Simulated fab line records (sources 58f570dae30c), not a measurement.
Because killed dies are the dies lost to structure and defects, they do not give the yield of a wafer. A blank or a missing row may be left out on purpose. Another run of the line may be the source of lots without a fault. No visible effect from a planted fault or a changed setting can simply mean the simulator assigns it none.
What tool caused it?    flow berkeley-cmos170    7 lots, 21 wafers sampled, at 3 steps of a route of 331

== WHAT EACH GAUGE READ, for each wafer ==
UCB170_SCREENOX_THK_MEAS_02.
lot   measured      on             SCREENOX_OXIDE_THK (nm)
L157  day 6 23:12   film-metro-01  15.49 15.68 15.89
L164  day 7 16:11   film-metro-03  15.03 14.97 14.87
L167  day 8 09:23   film-metro-01  15.29 15.40 15.31
L170  day 8 23:00   film-metro-03  23.83 23.77 23.47
L172  day 9 12:10   film-metro-03  15.35 15.13 15.37
L175  day 9 12:11   film-metro-01  15.40 15.13 15.35
L177  day 10 02:44  film-metro-03  15.53 15.44 15.29

== WHAT TOOL EACH LOT RAN ON (gives the tool, then ch and the chambers of the sampled wafers, and finally the start) ==
lot   UCB170_NWELL_ETCH_13               UCB170_SCREENOX_OXIDATION_01
L157  rie-diel-02 ch 1,2,3, day 2 22:22  furnace-01 ch 0, day 6 21:28
L164  rie-diel-04 ch 0,3, day 4 09:28    furnace-02 ch 0, day 7 14:31
L167  rie-diel-01 ch 0,2,3, day 4 21:17  furnace-02 ch 0, day 8 07:42
L170  rie-diel-01 ch 1,2, day 5 13:20    furnace-02 ch 0, day 8 21:19
L172  rie-diel-02 ch 0,2,3, day 5 22:57  furnace-04 ch 0, day 9 10:30
L175  rie-diel-01 ch 0,2, day 6 09:50    furnace-04 ch 0, day 9 10:30
L177  rie-diel-02 ch 0,1,3, day 6 20:25  furnace-04 ch 0, day 10 01:03
- UCB170_NWELL_ETCH_13: etches Si3N4 in CH3F/Ar/O2, stops on SiO2, target depth 246.4 nm, time 154 s.
- UCB170_SCREENOX_OXIDATION_01: target thk 14.4 nm, ox time 2400 s.

== THE ANSWER, worked out from the rows above alone ==
Rule: usual is defined by the lots themselves. Put in order of their means at a reading, lots are off if they are a third of the lots or fewer, leave a main group of 4 or more, and stand apart from it by a gap of 3 or more times the standard deviation of the main group's means; of several such gaps the widest counts. A main group whose means are all the same, to the digits that the tables above print for the reading, isn't used. Also off: a lot with no number at a reading for which 4 or more lots have one. All remaining lots with rows at the step are treated as sound.
Off: L170, seen at UCB170_SCREENOX_THK_MEAS_02 (SCREENOX_OXIDE_THK). The main group: mean 15.33 nm, standard deviation 0.22.
A tool fits if, at a process step before that reading, it ran every lot that is off, and no sound lot after the first of them. Gauges at UCB170_SCREENOX_THK_MEAS_02: tried the same way as those tools. One candidate fits, namely furnace-02 at UCB170_SCREENOX_OXIDATION_01. Its last sound lot is L167 (day 8 07:42), its first lot that is off L170 (day 8 21:19): a fault that began between those two fits.

== WHAT THE SIMULATOR PUT IN ==
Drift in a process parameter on furnace-02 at UCB170_SCREENOX_OXIDATION_01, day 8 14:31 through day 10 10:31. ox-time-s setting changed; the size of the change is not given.
Lots struck among those shown: L170. This agrees with what the rule above found.
